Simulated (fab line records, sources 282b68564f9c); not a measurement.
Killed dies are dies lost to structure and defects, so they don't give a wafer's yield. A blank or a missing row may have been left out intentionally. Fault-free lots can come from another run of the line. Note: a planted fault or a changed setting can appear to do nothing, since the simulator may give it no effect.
Which tool was responsible?	flow rit_cmos	13 lots with 39 wafers sampled at 2 steps, on a route of 202 steps

## WHAT THE GAUGES SHOWED, per wafer
The record lacks any reading of a measuring or inspecting step that a usual standard deviation could be used to judge.

## TOOL THAT RAN EACH LOT (tool first, then ch and the chambers of the sampled wafers, then the start)
lot	RIT_CONTACT_CLEAN_14	RIT_M1_PROBE_99
L250	wet_bench-02 ch 2, day 3 04:16	-
L251	wet_bench-01 ch 0, day 3 10:26	-
L252	wet_bench-01 ch 2, day 3 17:54	-
L254	wet_bench-03 ch 1, day 4 01:40	prober-02, day 4 06:35
L255	wet_bench-01 ch 0, day 4 05:40	-
L257	wet_bench-01 ch 2, day 4 14:43	-
L261	wet_bench-03 ch 3, day 5 11:11	prober-01, day 5 15:26
L262	wet_bench-02 ch 1, day 5 15:31	prober-02, day 5 19:50
L266	wet_bench-02 ch 3, day 6 12:51	prober-02, day 6 17:27
L268	wet_bench-02 ch 2, day 6 22:33	prober-02, day 7 04:40
L270	wet_bench-03 ch 0, day 7 10:23	prober-02, day 7 15:50
L271	wet_bench-03 ch 3, day 7 13:36	-
L273	wet_bench-01 ch 0, day 8 04:09	prober-01, day 8 08:28
- RIT_CONTACT_CLEAN_14: cleans in SC2, time 600 s.
- RIT_M1_PROBE_99

## WHAT THE TOOLS THEMSELVES READ (means of the sampled wafers that have a number; where no wafer has one, the mark that the record gives instead)
RIT_CONTACT_CLEAN_14.
lot	tool	bath_heat_duty_pct (%)
L250	wet_bench-02	14.1
L251	wet_bench-01	13.9
L252	wet_bench-01	15.6
L254	wet_bench-03	15.9
L255	wet_bench-01	14.1
L257	wet_bench-01	14.8
L261	wet_bench-03	19.8
L262	wet_bench-02	14.9
L266	wet_bench-02	18.6
L268	wet_bench-02	13.6
L270	wet_bench-03	16.6
L271	wet_bench-03	19.2
L273	wet_bench-01	14.3

RIT_M1_PROBE_99.
lot	tool	killed_at_M0_to_M3	killed_at_contacts	killed_at_front_end	killed_dies	killed_on_rim	killed_open	killed_short
L254	prober-02	0.0	0.0	8	8	2.3	4.0	4.3
L261	prober-01	0.0	0.0	10	10	2.7	5.7	4.3
L262	prober-02	0.0	0.0	6	6	1.0	3.7	2.3
L266	prober-02	0.0	23.0	5	28	10.3	3.3	1.7
L268	prober-02	0.0	0.0	9	9	2.7	3.7	5.7
L270	prober-02	0.0	0.0	5	5	1.3	3.0	1.7
L273	prober-01	0.0	0.0	8	8	3.3	4.7	3.0

## THE ANSWER, worked out from the rows above alone
Rule: the lots themselves supply what counts as usual. The widest of any qualifying gaps counts: lots, ordered by their means at a reading, are off when they make up no more than a third of the lots, leave a main group of 4 or more, and stand apart from it by 3 or more times the standard deviation of that group's means. If all means in a main group match to the digits the tables above print for the reading, that group is not used. Also off: a lot with no number at a reading for which 4 or more lots have one. All remaining lots with rows at the step are treated as sound. The gauges are gone through in route order, then the tools' own readings, and for those a lot's mean is taken as printed above. At the first step where some lot is off, the reading lying furthest off is the one used; lots without a number count as furthest.
Off at RIT_M1_PROBE_99 (killed_dies): L266. The main group: mean 8, standard deviation 1.7. Neither off nor sound, because the step has no rows for them: L250, L251, L252, L255, L257, L271.
A tool fits if, at that step or a process step before it, it ran every lot that is off, and no sound lot after the first of them. Of those tried, none fits.

## WHAT THE SIMULATOR HAD INSERTED
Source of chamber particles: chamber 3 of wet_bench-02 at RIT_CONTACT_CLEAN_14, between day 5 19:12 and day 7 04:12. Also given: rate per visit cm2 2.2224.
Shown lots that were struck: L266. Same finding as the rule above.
